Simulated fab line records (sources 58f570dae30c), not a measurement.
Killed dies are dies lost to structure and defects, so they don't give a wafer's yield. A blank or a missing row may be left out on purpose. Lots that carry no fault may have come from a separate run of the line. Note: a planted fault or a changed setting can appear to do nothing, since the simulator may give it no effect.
Which tool did it? + flow berkeley_cmos170 + 7 lots, 21 wafers sampled, at 2 steps of a route of 331

== WHAT THE GAUGES SHOWED, per wafer ==
UCB170_SPACER_THK_MEAS_01.
| lot  | measured     | on            | SPACER_TEOS_THK (nm) |
|------|--------------|---------------|----------------------|
| L298 | day 6 05:04  | film_metro-02 | 378 376 378          |
| L302 | day 7 08:52  | film_metro-03 | 383 382 385          |
| L307 | day 8 10:58  | film_metro-01 | 515 520 524          |
| L308 | day 8 19:19  | film_metro-02 | 518 518 521          |
| L312 | day 9 03:01  | film_metro-02 | 371 382 377          |
| L316 | day 10 13:58 | film_metro-01 | 367 373 380          |
| L320 | day 11 15:16 | film_metro-02 | 373 377 381          |

== EACH LOT AND THE TOOL THAT RAN IT (in order: tool; ch and the chambers of the sampled wafers; start) ==
| lot  | UCB170_SPACER_CVD_00           |
|------|--------------------------------|
| L298 | pecvd-04 ch 0,1,2, day 6 05:00 |
| L302 | pecvd-04 ch 0,1,2, day 7 08:49 |
| L307 | pecvd-02 ch 0,1, day 8 10:55   |
| L308 | pecvd-02 ch 0,1,2, day 8 19:16 |
| L312 | pecvd-04 ch 0,1,2, day 9 02:58 |
| L316 | pecvd-01 ch 0,2, day 10 13:55  |
| L320 | pecvd-02 ch 0,1, day 11 15:12  |
- UCB170_SPACER_CVD_00: deposits SiO2 from TEOS/O2, target thk 376 nm, time 47 s.

== THE ANSWER, worked out from the rows above alone ==
Rule: what is usual is taken from the lots themselves. Put in order of their means at a reading, lots are off if they are a third of the lots or fewer, leave a main group of 4 or more, and stand apart from it by a gap of 3 or more times the standard deviation of the main group's means; of several such gaps the widest counts. If all means in a main group match to the digits the tables above print for the reading, that group is not used. A lot without any number at a reading at which 4 lots or more have one is off too. Any other lot the step has rows for is counted as sound.
Off: L307, L308, at UCB170_SPACER_THK_MEAS_01 (SPACER_TEOS_THK). The main group has a mean of 378 nm with a standard deviation of 3.2.
A tool fits if, at a process step before that reading, it ran every lot that is off, and no sound lot after the first of them. Those tools and the gauges at UCB170_SPACER_THK_MEAS_01 are tried in the same way. Not one of the candidates tried fits.

== WHAT THE SIMULATOR HAD PUT IN ==
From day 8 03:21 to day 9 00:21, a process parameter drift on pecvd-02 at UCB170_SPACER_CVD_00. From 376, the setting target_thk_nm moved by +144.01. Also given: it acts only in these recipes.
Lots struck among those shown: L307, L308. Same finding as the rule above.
